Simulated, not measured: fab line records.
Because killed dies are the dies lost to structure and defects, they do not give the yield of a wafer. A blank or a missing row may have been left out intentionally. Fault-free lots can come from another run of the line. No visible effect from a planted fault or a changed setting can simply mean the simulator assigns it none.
The tool behind it: which one? || flow berkeley_cmos170 || 24 lots, 72 wafers sampled, at 3 steps of a route of 331

== WHAT EACH GAUGE READ, for each wafer ==
UCB170_V1_THK_MEAS_04. Usual: V1_POLISHED_THK typically reads 1000.5 nm, with standard deviation 1.1.
{"lot": "L077", "measured": "day 8 21:15", "on": "film_metro-01", "V1_POLISHED_THK (nm)": "998.4 1000.5 999.5", "flag": ""}
{"lot": "L074", "measured": "day 8 22:39", "on": "film_metro-01", "V1_POLISHED_THK (nm)": "1003.2 1002.5 1000.1", "flag": ""}
{"lot": "L075", "measured": "day 8 23:55", "on": "film_metro-02", "V1_POLISHED_THK (nm)": "999.7 1000.8 1000.5", "flag": ""}
{"lot": "L076", "measured": "day 8 23:55", "on": "film_metro-01", "V1_POLISHED_THK (nm)": "1000.5 1002.0 1002.0", "flag": ""}
{"lot": "L079", "measured": "day 9 07:51", "on": "film_metro-02", "V1_POLISHED_THK (nm)": "999.7 1000.4 999.6", "flag": ""}
{"lot": "L080", "measured": "day 9 09:11", "on": "film_metro-01", "V1_POLISHED_THK (nm)": "1000.2 1000.8 998.9", "flag": ""}
{"lot": "L078", "measured": "day 9 14:52", "on": "film_metro-01", "V1_POLISHED_THK (nm)": "1001.8 1000.9 1002.2", "flag": ""}
{"lot": "L082", "measured": "day 9 16:11", "on": "film_metro-02", "V1_POLISHED_THK (nm)": "1000.1 1000.0 1001.9", "flag": ""}
{"lot": "L081", "measured": "day 9 17:33", "on": "film_metro-01", "V1_POLISHED_THK (nm)": "1001.2 1000.7 1001.2", "flag": ""}
{"lot": "L083", "measured": "day 10 04:31", "on": "film_metro-01", "V1_POLISHED_THK (nm)": "1000.5 997.8 996.8", "flag": ""}
{"lot": "L085", "measured": "day 10 05:55", "on": "film_metro-01", "V1_POLISHED_THK (nm)": "999.9 999.8 1000.8", "flag": ""}
{"lot": "L084", "measured": "day 10 08:00", "on": "film_metro-02", "V1_POLISHED_THK (nm)": "1001.4 1001.4 1000.6", "flag": ""}
{"lot": "L086", "measured": "day 10 14:07", "on": "film_metro-02", "V1_POLISHED_THK (nm)": "1001.0 1000.2 1000.1", "flag": ""}
{"lot": "L088", "measured": "day 10 17:25", "on": "film_metro-03", "V1_POLISHED_THK (nm)": "999.3 999.5 999.3", "flag": ""}
{"lot": "L087", "measured": "day 10 18:40", "on": "film_metro-03", "V1_POLISHED_THK (nm)": "999.9 1000.0 999.0", "flag": ""}
{"lot": "L089", "measured": "day 10 18:40", "on": "film_metro-01", "V1_POLISHED_THK (nm)": "1001.6 1000.2 1001.8", "flag": ""}
{"lot": "L091", "measured": "day 11 21:47", "on": "film_metro-01", "V1_POLISHED_THK (nm)": "1001.1 1000.2 1000.0", "flag": ""}
{"lot": "L094", "measured": "day 11 23:08", "on": "film_metro-01", "V1_POLISHED_THK (nm)": "999.0 1001.3 1001.7", "flag": ""}
{"lot": "L090", "measured": "day 11 23:26", "on": "film_metro-03", "V1_POLISHED_THK (nm)": "1001.7 1001.7 1001.7", "flag": ""}
{"lot": "L092", "measured": "day 11 23:44", "on": "film_metro-01", "V1_POLISHED_THK (nm)": "1000.8 1000.3 999.9", "flag": ""}
{"lot": "L093", "measured": "day 12 00:29", "on": "film_metro-02", "V1_POLISHED_THK (nm)": "1002.7 1001.1 1001.1", "flag": ""}
{"lot": "L095", "measured": "day 12 18:05", "on": "film_metro-02", "V1_POLISHED_THK (nm)": "1001.0 1000.7 998.9", "flag": ""}
{"lot": "L096", "measured": "day 12 18:06", "on": "film_metro-01", "V1_POLISHED_THK (nm)": "1001.2 1000.0 1000.1", "flag": ""}
{"lot": "L097", "measured": "day 12 18:23", "on": "film_metro-01", "V1_POLISHED_THK (nm)": "1001.7 999.7 998.5", "flag": ""}

UCB170_V2_THK_MEAS_01. Usual: V2_TEOS_THK typically reads 1989 nm, with standard deviation 27.
{"lot": "L077", "measured": "day 9 04:40", "on": "film_metro-04", "V2_TEOS_THK (nm)": "1969 1964 1981", "flag": ""}
{"lot": "L074", "measured": "day 9 05:33", "on": "film_metro-02", "V2_TEOS_THK (nm)": "2033 1999 2034", "flag": ""}
{"lot": "L075", "measured": "day 9 06:29", "on": "film_metro-04", "V2_TEOS_THK (nm)": "1958 1961 1964", "flag": ""}
{"lot": "L076", "measured": "day 9 06:46", "on": "film_metro-02", "V2_TEOS_THK (nm)": "1969 1952 1963", "flag": ""}
{"lot": "L079", "measured": "day 9 13:19", "on": "film_metro-02", "V2_TEOS_THK (nm)": "1922 1940 1960", "flag": ""}
{"lot": "L080", "measured": "day 9 14:55", "on": "film_metro-04", "V2_TEOS_THK (nm)": "2006 1979 2048", "flag": ""}
{"lot": "L078", "measured": "day 9 21:21", "on": "film_metro-04", "V2_TEOS_THK (nm)": "1978 1993 2000", "flag": ""}
{"lot": "L082", "measured": "day 9 21:31", "on": "film_metro-02", "V2_TEOS_THK (nm)": "1975 1979 1943", "flag": ""}
{"lot": "L081", "measured": "day 9 22:32", "on": "film_metro-02", "V2_TEOS_THK (nm)": "2021 2008 2057", "flag": ""}
{"lot": "L083", "measured": "day 10 09:46", "on": "film_metro-04", "V2_TEOS_THK (nm)": "1991 1972 2049", "flag": ""}
{"lot": "L085", "measured": "day 10 10:40", "on": "film_metro-04", "V2_TEOS_THK (nm)": "2008 1997 2021", "flag": ""}
{"lot": "L084", "measured": "day 10 12:35", "on": "film_metro-04", "V2_TEOS_THK (nm)": "2054 2022 2015", "flag": ""}
{"lot": "L086", "measured": "day 10 20:33", "on": "film_metro-02", "V2_TEOS_THK (nm)": "1979 2043 2021", "flag": ""}
{"lot": "L088", "measured": "day 11 00:45", "on": "film_metro-02", "V2_TEOS_THK (nm)": "1972 2010 1990", "flag": ""}
{"lot": "L087", "measured": "day 11 02:29", "on": "film_metro-04", "V2_TEOS_THK (nm)": "1940 1978 1990", "flag": ""}
{"lot": "L089", "measured": "day 11 02:46", "on": "film_metro-02", "V2_TEOS_THK (nm)": "2002 2027 2003", "flag": ""}
{"lot": "L091", "measured": "day 12 04:01", "on": "film_metro-01", "V2_TEOS_THK (nm)": "1962 1955 1980", "flag": ""}
{"lot": "L094", "measured": "day 12 05:17", "on": "film_metro-02", "V2_TEOS_THK (nm)": "1959 1974 1977", "flag": ""}
{"lot": "L090", "measured": "day 12 06:09", "on": "film_metro-04", "V2_TEOS_THK (nm)": "1986 2008 2022", "flag": ""}
{"lot": "L092", "measured": "day 12 06:26", "on": "film_metro-04", "V2_TEOS_THK (nm)": "1971 1955 2013", "flag": ""}
{"lot": "L093", "measured": "day 12 06:36", "on": "film_metro-04", "V2_TEOS_THK (nm)": "1943 2003 1989", "flag": ""}
{"lot": "L095", "measured": "day 12 23:24", "on": "film_metro-02", "V2_TEOS_THK (nm)": "1965 2013 2016", "flag": ""}
{"lot": "L096", "measured": "day 13 00:01", "on": "film_metro-02", "V2_TEOS_THK (nm)": "1978 2001 2011", "flag": ""}
{"lot": "L097", "measured": "day 13 00:16", "on": "film_metro-04", "V2_TEOS_THK (nm)": "1979 1969 1996", "flag": ""}

== TOOL THAT RAN EACH LOT (tool first, then ch and the chambers of the sampled wafers, then the start) ==
{"lot": "L077", "UCB170_M2_STRIP_07": "plasma_asher-02 ch 0,1, day 9 01:22"}
{"lot": "L074", "UCB170_M2_STRIP_07": "plasma_asher-03 ch 0,1, day 9 03:17"}
{"lot": "L075", "UCB170_M2_STRIP_07": "plasma_asher-03 ch 0,1, day 9 04:21"}
{"lot": "L076", "UCB170_M2_STRIP_07": "plasma_asher-01 ch 0,1, day 9 04:28"}
{"lot": "L079", "UCB170_M2_STRIP_07": "plasma_asher-03 ch 0,1, day 9 10:40"}
{"lot": "L080", "UCB170_M2_STRIP_07": "plasma_asher-03 ch 0,1, day 9 12:59"}
{"lot": "L078", "UCB170_M2_STRIP_07": "plasma_asher-03 ch 1, day 9 19:05"}
{"lot": "L082", "UCB170_M2_STRIP_07": "plasma_asher-01 ch 0,1, day 9 19:26"}
{"lot": "L081", "UCB170_M2_STRIP_07": "plasma_asher-03 ch 0,1, day 9 20:22"}
{"lot": "L083", "UCB170_M2_STRIP_07": "plasma_asher-01 ch 0,1, day 10 07:46"}
{"lot": "L085", "UCB170_M2_STRIP_07": "plasma_asher-01 ch 0,1, day 10 08:40"}
{"lot": "L084", "UCB170_M2_STRIP_07": "plasma_asher-03 ch 0,1, day 10 10:36"}
{"lot": "L086", "UCB170_M2_STRIP_07": "plasma_asher-03 ch 0,1, day 10 17:23"}
{"lot": "L088", "UCB170_M2_STRIP_07": "plasma_asher-01 ch 0,1, day 10 21:10"}
{"lot": "L087", "UCB170_M2_STRIP_07": "plasma_asher-02 ch 0,1, day 10 23:58"}
{"lot": "L089", "UCB170_M2_STRIP_07": "plasma_asher-03 ch 0,1, day 11 00:17"}
{"lot": "L091", "UCB170_M2_STRIP_07": "plasma_asher-02 ch 0,1, day 12 01:20"}
{"lot": "L094", "UCB170_M2_STRIP_07": "plasma_asher-03 ch 1, day 12 02:47"}
{"lot": "L090", "UCB170_M2_STRIP_07": "plasma_asher-03 ch 0,1, day 12 03:34"}
{"lot": "L092", "UCB170_M2_STRIP_07": "plasma_asher-03 ch 0,1, day 12 03:58"}
{"lot": "L093", "UCB170_M2_STRIP_07": "plasma_asher-02 ch 0,1, day 12 04:06"}
{"lot": "L095", "UCB170_M2_STRIP_07": "plasma_asher-03 ch 0,1, day 12 20:52"}
{"lot": "L096", "UCB170_M2_STRIP_07": "plasma_asher-02 ch 0,1, day 12 21:10"}
{"lot": "L097", "UCB170_M2_STRIP_07": "plasma_asher-03 ch 1, day 12 21:23"}
- UCB170_M2_STRIP_07: strips in O2.

== AS READ BY THE TOOLS THEMSELVES (means over the sampled wafers that have a number; for cases with no such wafer, the mark the record gives instead) ==
UCB170_M2_STRIP_07. Usual: drypump_motor_current_A 6.0 A, standard deviation 0.5; oes_product_au 0.734 a.u., standard deviation 0.0042; strip_time_to_endpoint_s 21.94 s, standard deviation 0.06.
{"lot": "L077", "tool": "plasma_asher-02", "drypump_motor_current_A (A)": 6.2, "oes_product_au (a.u.)": 0.735, "strip_time_to_endpoint_s (s)": 21.93, "flag": ""}
{"lot": "L074", "tool": "plasma_asher-03", "drypump_motor_current_A (A)": 6.0, "oes_product_au (a.u.)": 0.735, "strip_time_to_endpoint_s (s)": 22.04, "flag": ""}
{"lot": "L075", "tool": "plasma_asher-03", "drypump_motor_current_A (A)": 5.6, "oes_product_au (a.u.)": 0.737, "strip_time_to_endpoint_s (s)": 21.91, "flag": ""}
{"lot": "L076", "tool": "plasma_asher-01", "drypump_motor_current_A (A)": 6.2, "oes_product_au (a.u.)": 0.735, "strip_time_to_endpoint_s (s)": 21.87, "flag": ""}
{"lot": "L079", "tool": "plasma_asher-03", "drypump_motor_current_A (A)": 6.0, "oes_product_au (a.u.)": 0.732, "strip_time_to_endpoint_s (s)": 21.88, "flag": ""}
{"lot": "L080", "tool": "plasma_asher-03", "drypump_motor_current_A (A)": 5.6, "oes_product_au (a.u.)": 0.736, "strip_time_to_endpoint_s (s)": 21.89, "flag": ""}
{"lot": "L078", "tool": "plasma_asher-03", "drypump_motor_current_A (A)": 6.4, "oes_product_au (a.u.)": 0.738, "strip_time_to_endpoint_s (s)": 22.05, "flag": ""}
{"lot": "L082", "tool": "plasma_asher-01", "drypump_motor_current_A (A)": 6.2, "oes_product_au (a.u.)": 0.733, "strip_time_to_endpoint_s (s)": 21.98, "flag": ""}
{"lot": "L081", "tool": "plasma_asher-03", "drypump_motor_current_A (A)": 5.6, "oes_product_au (a.u.)": 0.733, "strip_time_to_endpoint_s (s)": 21.92, "flag": ""}
{"lot": "L083", "tool": "plasma_asher-01", "drypump_motor_current_A (A)": 6.1, "oes_product_au (a.u.)": 0.732, "strip_time_to_endpoint_s (s)": 21.97, "flag": ""}
{"lot": "L085", "tool": "plasma_asher-01", "drypump_motor_current_A (A)": 6.2, "oes_product_au (a.u.)": 0.735, "strip_time_to_endpoint_s (s)": 21.87, "flag": ""}
{"lot": "L084", "tool": "plasma_asher-03", "drypump_motor_current_A (A)": 6.0, "oes_product_au (a.u.)": 0.733, "strip_time_to_endpoint_s (s)": 21.88, "flag": ""}
{"lot": "L086", "tool": "plasma_asher-03", "drypump_motor_current_A (A)": 5.6, "oes_product_au (a.u.)": 0.733, "strip_time_to_endpoint_s (s)": 21.93, "flag": ""}
{"lot": "L088", "tool": "plasma_asher-01", "drypump_motor_current_A (A)": 6.1, "oes_product_au (a.u.)": 0.738, "strip_time_to_endpoint_s (s)": 21.91, "flag": ""}
{"lot": "L087", "tool": "plasma_asher-02", "drypump_motor_current_A (A)": 6.2, "oes_product_au (a.u.)": 0.736, "strip_time_to_endpoint_s (s)": 21.99, "flag": ""}
{"lot": "L089", "tool": "plasma_asher-03", "drypump_motor_current_A (A)": 5.6, "oes_product_au (a.u.)": 0.735, "strip_time_to_endpoint_s (s)": 22.06, "flag": ""}
{"lot": "L091", "tool": "plasma_asher-02", "drypump_motor_current_A (A)": 6.2, "oes_product_au (a.u.)": 0.735, "strip_time_to_endpoint_s (s)": 21.97, "flag": ""}
{"lot": "L094", "tool": "plasma_asher-03", "drypump_motor_current_A (A)": 6.4, "oes_product_au (a.u.)": 0.733, "strip_time_to_endpoint_s (s)": 21.93, "flag": ""}
{"lot": "L090", "tool": "plasma_asher-03", "drypump_motor_current_A (A)": 6.0, "oes_product_au (a.u.)": 0.733, "strip_time_to_endpoint_s (s)": 21.87, "flag": ""}
{"lot": "L092", "tool": "plasma_asher-03", "drypump_motor_current_A (A)": 6.0, "oes_product_au (a.u.)": 0.734, "strip_time_to_endpoint_s (s)": 21.96, "flag": ""}
{"lot": "L093", "tool": "plasma_asher-02", "drypump_motor_current_A (A)": 6.3, "oes_product_au (a.u.)": 0.738, "strip_time_to_endpoint_s (s)": 21.98, "flag": ""}
{"lot": "L095", "tool": "plasma_asher-03", "drypump_motor_current_A (A)": 5.6, "oes_product_au (a.u.)": 0.732, "strip_time_to_endpoint_s (s)": 21.87, "flag": ""}
{"lot": "L096", "tool": "plasma_asher-02", "drypump_motor_current_A (A)": 6.3, "oes_product_au (a.u.)": 0.734, "strip_time_to_endpoint_s (s)": 21.92, "flag": ""}
{"lot": "L097", "tool": "plasma_asher-03", "drypump_motor_current_A (A)": 6.4, "oes_product_au (a.u.)": 0.732, "strip_time_to_endpoint_s (s)": 21.92, "flag": ""}

== THE ANSWER, worked out from the rows above alone ==
Rule: lot off if the mean of its wafers having a number is beyond 3 standard deviations from the usual mean. A lot without any number at a reading at which 4 lots or more have one is off too. All remaining lots with rows at the step are treated as sound. First the gauges in route order, then the tools' own readings, where a lot's mean is used as printed above. The first step at which some lot is off is used, and at that step the reading that is off furthest; a lot without a number counts as furthest.
Across all readings shown, no lot is off: no conclusion can be drawn from this.

== WHAT THE SIMULATOR PUT IN ==
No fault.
